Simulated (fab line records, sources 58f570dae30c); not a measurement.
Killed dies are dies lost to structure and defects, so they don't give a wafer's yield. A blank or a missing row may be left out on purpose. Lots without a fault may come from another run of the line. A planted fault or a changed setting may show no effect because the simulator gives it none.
One fault seen from 2 desks | flow berkeley_cmos170 | each desk has only its own numbers; what lay behind them comes last

THE TOOL OWNER'S DESK: rie_metal-04
The tool's own readings at UCB170_M3_METAL_ETCH_18 (etches Al in Cl2/BCl3, stops on SiO2, target depth 1170 nm, time 190.4 s): means of the sampled wafers that have a number, for each lot that ran on this tool. A lot is out of limits, marked OUT, if its mean lies more than 4 standard deviations from the usual mean; the brackets give that distance.
Columns: A = drypump_motor_current_A at UCB170_M3_METAL_ETCH_18, usual 5.5 A; B = oes_product_au at UCB170_M3_METAL_ETCH_18, usual 0.867 a.u.; C = throttle_valve_pct at UCB170_M3_METAL_ETCH_18, usual 24.32 %
lot  | first seen here | A   | B                | C
L483 | day 8 13:01     | 5.5 | 0.863            | 24.27
L484 | day 9 01:20     | 5.5 | 0.863            | 24.33
L489 | day 9 16:10     | 5.5 | 0.859            | 24.33
L494 | day 10 18:08    | 5.4 | 0.957 (+7.5) OUT | 24.16
This desk's finding: out of limits on L494; first on L494, day 10 18:08 (oes_product_au at UCB170_M3_METAL_ETCH_18). In limits: L483, L484, L489.

THE METROLOGY DESK
What the gauges read, lot by lot, whatever tool the lot ran on: means of the sampled wafers that have a number. A lot is out of limits, marked OUT, if its mean lies more than 4 standard deviations from the usual mean; the brackets give that distance.
Columns: A = M3_AL_RS at UCB170_M3_RS_MEAS_02, usual 0.0322 ohm/sq
lot  | first seen here | A
L479 | day 7 09:56     | 0.0320
L477 | day 7 10:26     | 0.0328
L480 | day 8 06:21     | 0.0330
L481 | day 8 06:37     | 0.0324
L483 | day 8 10:32     | 0.0322
L484 | day 8 22:21     | 0.0323
L487 | day 9 12:28     | 0.0325
L486 | day 9 13:00     | 0.0323
L489 | day 9 13:14     | 0.0322
L494 | day 10 14:37    | 0.0323
L496 | day 11 07:25    | 0.0321
L497 | day 11 13:01    | 0.0316
L498 | day 12 09:37    | 0.0323
This desk's finding: nothing out of limits on any of the 13 lots.

PUT TOGETHER
The tool owner's desk could have raised an alarm at day 10 18:08, on L494.
The metrology desk saw nothing out of limits.
The metrology desk has L494 on record, within its limits.
Of the lots named, all ran UCB170_M3_METAL_ETCH_18 on rie_metal-04.

WHAT THE SIMULATOR HAD PUT IN
Process parameter drift: rie_metal-04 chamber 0, from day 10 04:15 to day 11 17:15, at UCB170_M3_METAL_ETCH_18. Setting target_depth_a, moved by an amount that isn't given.
Lots struck among those shown: L494.
Hours from the fault's start to each desk's first reading out of limits: the tool owner's desk, 14.
